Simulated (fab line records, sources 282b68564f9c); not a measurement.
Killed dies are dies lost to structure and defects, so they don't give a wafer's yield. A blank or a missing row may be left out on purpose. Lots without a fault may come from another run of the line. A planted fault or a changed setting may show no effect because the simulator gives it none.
A sampling plan put to the test | flow rit_cmos | one fab line, 34 faults that these records tell of, each judged on the records of the lots that it struck; 1 more is left out, because the records don't allow judging it
The plan is the line's own looks: the steps of the route at which a gauge or an inspection reads the wafer and doesn't change it. A look can be judged if struck wafers have a number there and the file gives its usual mean and standard deviation on fault-free wafers. Caught: at a look after the fault's first step, the mean of the struck wafers lies 4 or more of those standard deviations (sigma) from the usual mean. On the tool: the same test on the tool's own readings at the fault's steps. Another recipe on the struck wafers, or a record that is blank for them alone, also counts as caught.

THE FAULTS, as the simulator had put them in
1. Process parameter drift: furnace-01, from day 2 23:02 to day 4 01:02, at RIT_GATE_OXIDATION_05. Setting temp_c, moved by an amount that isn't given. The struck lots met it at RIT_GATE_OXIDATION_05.
2. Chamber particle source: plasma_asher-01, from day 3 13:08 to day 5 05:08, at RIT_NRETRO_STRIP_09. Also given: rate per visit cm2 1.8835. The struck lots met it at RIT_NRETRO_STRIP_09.
3. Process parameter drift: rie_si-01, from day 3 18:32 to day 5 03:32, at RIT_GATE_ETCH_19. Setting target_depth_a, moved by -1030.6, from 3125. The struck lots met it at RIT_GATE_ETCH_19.
4. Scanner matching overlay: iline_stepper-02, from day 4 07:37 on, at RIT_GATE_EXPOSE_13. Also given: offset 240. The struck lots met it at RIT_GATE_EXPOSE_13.
5. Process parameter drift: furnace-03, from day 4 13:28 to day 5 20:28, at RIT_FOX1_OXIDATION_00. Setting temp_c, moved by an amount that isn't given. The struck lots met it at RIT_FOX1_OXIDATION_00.
6. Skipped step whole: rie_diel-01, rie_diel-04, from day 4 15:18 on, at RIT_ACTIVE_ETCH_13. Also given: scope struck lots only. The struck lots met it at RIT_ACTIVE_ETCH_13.
7. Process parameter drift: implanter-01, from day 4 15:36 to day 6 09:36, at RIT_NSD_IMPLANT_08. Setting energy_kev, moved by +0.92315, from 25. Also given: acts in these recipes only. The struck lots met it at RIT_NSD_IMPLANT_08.
8. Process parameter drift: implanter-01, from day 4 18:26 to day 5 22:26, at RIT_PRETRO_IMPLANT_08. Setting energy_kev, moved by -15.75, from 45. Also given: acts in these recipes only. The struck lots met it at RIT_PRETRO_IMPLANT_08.
9. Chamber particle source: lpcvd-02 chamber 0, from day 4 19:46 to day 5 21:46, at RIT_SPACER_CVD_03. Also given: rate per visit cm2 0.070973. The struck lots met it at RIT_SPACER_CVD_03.
10. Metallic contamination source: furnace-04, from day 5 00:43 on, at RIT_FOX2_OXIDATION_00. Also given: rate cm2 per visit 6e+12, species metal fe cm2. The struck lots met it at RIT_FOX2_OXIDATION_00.
11. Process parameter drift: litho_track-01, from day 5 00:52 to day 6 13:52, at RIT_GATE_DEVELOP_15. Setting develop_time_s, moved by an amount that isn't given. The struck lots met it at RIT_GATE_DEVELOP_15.
12. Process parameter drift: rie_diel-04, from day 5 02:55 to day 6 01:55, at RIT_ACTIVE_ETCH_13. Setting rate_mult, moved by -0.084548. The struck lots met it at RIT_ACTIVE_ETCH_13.
13. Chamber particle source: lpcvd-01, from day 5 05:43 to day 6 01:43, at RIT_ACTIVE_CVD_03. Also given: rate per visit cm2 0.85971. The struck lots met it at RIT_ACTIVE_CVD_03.
14. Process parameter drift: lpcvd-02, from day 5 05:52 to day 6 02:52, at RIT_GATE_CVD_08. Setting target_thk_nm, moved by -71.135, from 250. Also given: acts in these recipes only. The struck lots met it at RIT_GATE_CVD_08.
15. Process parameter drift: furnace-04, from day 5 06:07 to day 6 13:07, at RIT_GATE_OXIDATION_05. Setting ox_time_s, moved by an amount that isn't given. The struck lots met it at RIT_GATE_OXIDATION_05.
16. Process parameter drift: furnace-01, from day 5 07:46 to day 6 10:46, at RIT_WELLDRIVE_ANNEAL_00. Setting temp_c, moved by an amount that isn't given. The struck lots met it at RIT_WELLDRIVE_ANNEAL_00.
17. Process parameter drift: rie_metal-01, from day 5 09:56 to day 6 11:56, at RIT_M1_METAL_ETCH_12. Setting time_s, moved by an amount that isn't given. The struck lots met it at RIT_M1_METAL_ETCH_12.
18. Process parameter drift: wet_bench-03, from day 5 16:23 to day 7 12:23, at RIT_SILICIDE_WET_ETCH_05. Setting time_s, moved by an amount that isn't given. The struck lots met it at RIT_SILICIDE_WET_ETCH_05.
19. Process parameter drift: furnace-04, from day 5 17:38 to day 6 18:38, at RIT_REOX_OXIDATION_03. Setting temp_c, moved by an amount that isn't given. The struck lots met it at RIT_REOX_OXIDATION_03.
20. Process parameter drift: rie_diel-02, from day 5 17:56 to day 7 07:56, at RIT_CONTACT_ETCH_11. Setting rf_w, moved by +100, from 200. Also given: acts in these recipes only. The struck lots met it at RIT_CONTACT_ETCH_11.
21. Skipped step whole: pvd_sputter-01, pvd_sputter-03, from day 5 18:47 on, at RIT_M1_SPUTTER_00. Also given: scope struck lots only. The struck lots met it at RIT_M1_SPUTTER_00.
22. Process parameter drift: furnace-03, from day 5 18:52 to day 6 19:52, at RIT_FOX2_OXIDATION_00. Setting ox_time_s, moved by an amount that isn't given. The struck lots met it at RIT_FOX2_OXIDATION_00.
23. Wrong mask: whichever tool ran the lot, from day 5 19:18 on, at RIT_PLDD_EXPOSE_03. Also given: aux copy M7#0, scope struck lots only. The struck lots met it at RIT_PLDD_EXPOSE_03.
24. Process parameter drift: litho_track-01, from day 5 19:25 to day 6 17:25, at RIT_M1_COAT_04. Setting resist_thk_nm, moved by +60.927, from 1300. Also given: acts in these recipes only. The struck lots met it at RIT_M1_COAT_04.
25. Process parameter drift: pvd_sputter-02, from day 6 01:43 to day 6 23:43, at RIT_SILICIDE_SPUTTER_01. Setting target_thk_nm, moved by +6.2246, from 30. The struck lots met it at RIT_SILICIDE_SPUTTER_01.
26. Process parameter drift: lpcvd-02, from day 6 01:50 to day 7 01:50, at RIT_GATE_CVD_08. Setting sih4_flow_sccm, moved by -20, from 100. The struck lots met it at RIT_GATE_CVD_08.
27. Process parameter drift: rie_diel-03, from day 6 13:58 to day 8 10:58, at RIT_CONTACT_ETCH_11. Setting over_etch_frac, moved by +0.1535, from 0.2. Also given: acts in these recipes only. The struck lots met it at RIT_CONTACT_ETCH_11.
28. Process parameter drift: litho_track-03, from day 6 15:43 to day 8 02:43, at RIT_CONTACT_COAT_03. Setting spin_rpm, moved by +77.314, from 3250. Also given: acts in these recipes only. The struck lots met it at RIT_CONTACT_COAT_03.
29. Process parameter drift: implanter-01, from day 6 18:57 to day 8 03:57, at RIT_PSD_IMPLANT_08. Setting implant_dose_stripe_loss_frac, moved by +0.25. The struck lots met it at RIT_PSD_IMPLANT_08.
30. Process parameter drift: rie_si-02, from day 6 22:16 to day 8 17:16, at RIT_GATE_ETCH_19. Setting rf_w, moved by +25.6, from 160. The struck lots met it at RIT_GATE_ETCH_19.
31. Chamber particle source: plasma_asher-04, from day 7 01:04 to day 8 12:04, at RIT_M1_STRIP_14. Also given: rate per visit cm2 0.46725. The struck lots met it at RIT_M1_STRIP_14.
32. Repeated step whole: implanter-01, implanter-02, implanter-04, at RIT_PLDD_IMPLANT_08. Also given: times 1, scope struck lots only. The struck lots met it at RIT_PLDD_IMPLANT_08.
33. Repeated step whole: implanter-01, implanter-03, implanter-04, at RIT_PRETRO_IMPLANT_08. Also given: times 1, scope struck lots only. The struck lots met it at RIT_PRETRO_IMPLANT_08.
34. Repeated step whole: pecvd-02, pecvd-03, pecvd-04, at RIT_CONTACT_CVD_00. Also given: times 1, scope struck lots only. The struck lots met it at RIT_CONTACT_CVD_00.

WHAT THE PLAN SAW
fault | on the tool itself                               | first look that catches it                      | reading, sigma                                | median hours from its first step to that look | hours from the fault's start to the first struck lot there | judged looks passed uncaught
1     | tube_center_temp_C +99 or beyond sigma           | RIT_GATE_THK_MEAS_07                            | GATE_OXIDE_THK +10                            | 1.4                                           | 7                                                          | 0
2     | under 2 sigma                                    | no look after it can be judged                  | -                                             | -                                             | -                                                          | 0
3     | oes_product_au +15 sigma                         | no look after it can be judged                  | -                                             | -                                             | -                                                          | 0
4     | no reading that can be judged                    | RIT_GATE_OVL_MEAS_17                            | GATE_OVL +99 or beyond                        | 0.5                                           | 8                                                          | 0
5     | tube_center_temp_C -99 or beyond sigma           | RIT_FOX1_THK_MEAS_01                            | FOX1_OXIDE_THK -5.7                           | 1.3                                           | 0                                                          | 0
6     | the tool's record is blank for the struck wafers | no look after it can be judged                  | -                                             | -                                             | -                                                          | 0
7     | beam_energy_keV +99 or beyond sigma              | not the one look that can be judged after it    | strongest: NSD_TW at RIT_NSD_TW_MEAS_10, +3.4 | -                                             | -                                                          | 1
8     | beam_energy_keV -99 or beyond sigma              | RIT_PRETRO_TW_MEAS_10                           | PRETRO_TW -7.7                                | 0.3                                           | 3                                                          | 0
9     | no reading that can be judged                    | no look after it can be judged                  | -                                             | -                                             | -                                                          | 0
10    | under 2 sigma                                    | none of the 8 looks that can be judged after it | -                                             | -                                             | -                                                          | 8
11    | under 2 sigma                                    | not the one look that can be judged after it    | strongest: cd_nm at RIT_GATE_CD_MEAS_16, -3.5 | -                                             | -                                                          | 1
12    | under 2 sigma                                    | no look after it can be judged                  | -                                             | -                                             | -                                                          | 0
13    | under 2 sigma                                    | none of the 2 looks that can be judged after it | -                                             | -                                             | -                                                          | 2
14    | under 2 sigma                                    | RIT_GATE_THK_MEAS_09                            | GATE_POLY_THK -31                             | 1.6                                           | 3                                                          | 0
15    | under 2 sigma                                    | RIT_GATE_THK_MEAS_07                            | GATE_OXIDE_THK -4.4                           | 2.0                                           | 10                                                         | 0
16    | tube_center_temp_C -99 or beyond sigma           | RIT_WELLDRIVE_RS_MEAS_01                        | NWELL_RS +82                                  | 5.1                                           | 1                                                          | 0
17    | run_length_s -99 or beyond sigma                 | no look after it can be judged                  | -                                             | -                                             | -                                                          | 0
18    | run_length_s -16 sigma                           | no look after it can be judged                  | -                                             | -                                             | -                                                          | 0
19    | tube_center_temp_C +99 or beyond sigma           | RIT_REOX_THK_MEAS_04                            | REOX_OXIDE_THK +9.8                           | 2.6                                           | 12                                                         | 0
20    | rf_fwd_power_W +99 or beyond sigma               | no look after it can be judged                  | -                                             | -                                             | -                                                          | 0
21    | the tool's record is blank for the struck wafers | no look after it can be judged                  | -                                             | -                                             | -                                                          | 0
22    | under 2 sigma                                    | RIT_FOX2_THK_MEAS_01                            | FOX2_OXIDE_THK -13                            | 1.3                                           | 16                                                         | 0
23    | under 2 sigma                                    | RIT_PLDD_TW_MEAS_10                             | PLDD_TW -99 or beyond                         | 0.9                                           | 3                                                          | 0
24    | under 2 sigma                                    | not the one look that can be judged after it    | strongest: cd_nm at RIT_M1_CD_MEAS_09, +3.4   | -                                             | -                                                          | 1
25    | under 2 sigma                                    | RIT_SILICIDE_RS_MEAS_02                         | SILICIDE_TI_RS -17                            | 0.2                                           | 4                                                          | 0
26    | sih4_flow_sccm -78 sigma                         | RIT_GATE_THK_MEAS_09                            | GATE_POLY_THK -21                             | 2.4                                           | 4                                                          | 0
27    | under 2 sigma                                    | no look after it can be judged                  | -                                             | -                                             | -                                                          | 0
28    | spin_speed_rpm +33 sigma                         | none of the 2 looks that can be judged after it | -                                             | -                                             | -                                                          | 2
29    | no reading that can be judged                    | RIT_SDANNEAL_RS_MEAS_04                         | PSD_RS +5.4                                   | 0.8                                           | 6                                                          | 1
30    | rf_fwd_power_W +52 sigma                         | no look after it can be judged                  | -                                             | -                                             | -                                                          | 0
31    | under 2 sigma                                    | no look after it can be judged                  | -                                             | -                                             | -                                                          | 0
32    | no reading that can be judged                    | RIT_PLDD_TW_MEAS_10                             | PLDD_TW +43                                   | 0.6                                           | -                                                          | 0
33    | no reading that can be judged                    | RIT_PRETRO_TW_MEAS_10                           | PRETRO_TW +29                                 | 0.6                                           | -                                                          | 0
34    | under 2 sigma                                    | RIT_CONTACT_THK_MEAS_01                         | CONTACT_TEOS_THK +73                          | 0.3                                           | -                                                          | 0
A dash: the fault isn't caught, or these records don't give the number.

Caught at a look: 16 of 34. Caught on the tool: 15 of 34. By one or the other: 25 of 34.
Caught on the tool alone: faults 3, 6, 7, 17, 18, 20, 21, 28, 30.
Caught at a look alone: faults 4, 14, 15, 22, 23, 25, 29, 32, 33, 34.
Caught by neither: faults 2, 9, 10, 11, 12, 13, 24, 27, 31.

THINNER SAMPLING
If the look that catches a fault measured only every second or every third lot, by lot number, the first struck lot would be measured this late in the worst case:
fault | struck lots at that look, in order of time | every lot | every second lot | every third lot
1     | L912, L915, L914                           | 7 h       | 22 h             | may miss all 3
4     | L956, L962                                 | 8 h       | may miss all 2   | may miss all 2
5     | L304, L305, L308                           | 0 h       | 3 h              | may miss all 3
8     | L210, L212                                 | 3 h       | may miss all 2   | may miss all 2
14    | L302, L303, L305                           | 3 h       | 9 h              | may miss all 3
15    | L309, L312                                 | 10 h      | 26 h             | may miss all 2
16    | L628, L629, L633                           | 1 h       | 9 h              | 27 h
19    | L845, L846                                 | 12 h      | 17 h             | may miss all 2
22    | L236, L237                                 | 16 h      | 19 h             | may miss all 2
23    | L875                                       | 3 h       | may miss it      | may miss it
25    | L335, L337                                 | 4 h       | may miss all 2   | may miss all 2
26    | L569, L570, L571                           | 4 h       | 8 h              | 11 h
29    | L362, L363, L365                           | 6 h       | 12 h             | may miss all 3
Hours are from the fault's start to the first struck lot that is measured. The limit of 4 sigma was tested on all struck wafers together, so one lot alone may lie under it. Other struck lots may not be in these records.

THE LONGEST TIMED WAY FROM STEP TO LOOK
Fault 16: a median of 5.1 hours passes between RIT_WELLDRIVE_ANNEAL_00 and RIT_WELLDRIVE_RS_MEAS_01. No look between them can be judged.
